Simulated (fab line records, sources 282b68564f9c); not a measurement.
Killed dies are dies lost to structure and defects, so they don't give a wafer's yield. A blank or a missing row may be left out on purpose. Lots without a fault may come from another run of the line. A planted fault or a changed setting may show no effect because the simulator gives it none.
Which tool did it? | flow rit_cmos | 7 lots, 21 wafers sampled, at 2 steps of a route of 202

WHAT THE GAUGES READ, wafer by wafer
RIT_M1_RS_MEAS_01: measures by four-point-probe.
lot  | measured    | on            | M1_AL_RS (ohm/sq)
L672 | day 3 23:07 | film_metro-04 | 0.0731 0.0735 0.0740
L675 | day 4 11:56 | film_metro-03 | - - -
L685 | day 6 11:35 | film_metro-04 | 0.0748 0.0731 0.0747
L688 | day 7 01:14 | film_metro-04 | 0.0738 0.0729 0.0724
L690 | day 7 09:28 | film_metro-03 | 0.0719 0.0736 0.0731
L692 | day 7 20:17 | film_metro-03 | 0.0731 0.0741 0.0745
L694 | day 8 06:29 | film_metro-02 | 0.0739 0.0740 0.0747

WHICH TOOL RAN EACH LOT (tool, then ch and the chambers of the sampled wafers, then the start)
lot  | RIT_M1_SPUTTER_00
L672 | pvd_sputter-03, day 3 22:46
L675 | pvd_sputter-03, day 4 11:38
L685 | pvd_sputter-03, day 6 11:17
L688 | pvd_sputter-02, day 7 00:56
L690 | pvd_sputter-04, day 7 09:07
L692 | pvd_sputter-02, day 7 19:58
L694 | pvd_sputter-03, day 8 06:11
- RIT_M1_SPUTTER_00: material Al, target thk 400 nm, time 500 s.

THE ANSWER, worked out from the rows above alone
Rule: what is usual is taken from the lots themselves. Put in order of their means at a reading, lots are off if they are a third of the lots or fewer, leave a main group of 4 or more, and stand apart from it by a gap of 3 or more times the standard deviation of the main group's means; of several such gaps the widest counts. A main group whose means are all the same, to the digits that the tables above print for the reading, isn't used. A lot without any number at a reading at which 4 lots or more have one is off too. The other lots that the step has rows for count as sound.
Off: L675, at RIT_M1_RS_MEAS_01 (M1_AL_RS). Without a number there: L675. The main group: mean 0.0736 ohm/sq, standard deviation 0.00053.
A tool fits if, at a process step before that reading, it ran every lot that is off, and no sound lot after the first of them. The gauges at RIT_M1_RS_MEAS_01 are tried like those tools. None of those tried fits.

WHAT THE SIMULATOR HAD PUT IN
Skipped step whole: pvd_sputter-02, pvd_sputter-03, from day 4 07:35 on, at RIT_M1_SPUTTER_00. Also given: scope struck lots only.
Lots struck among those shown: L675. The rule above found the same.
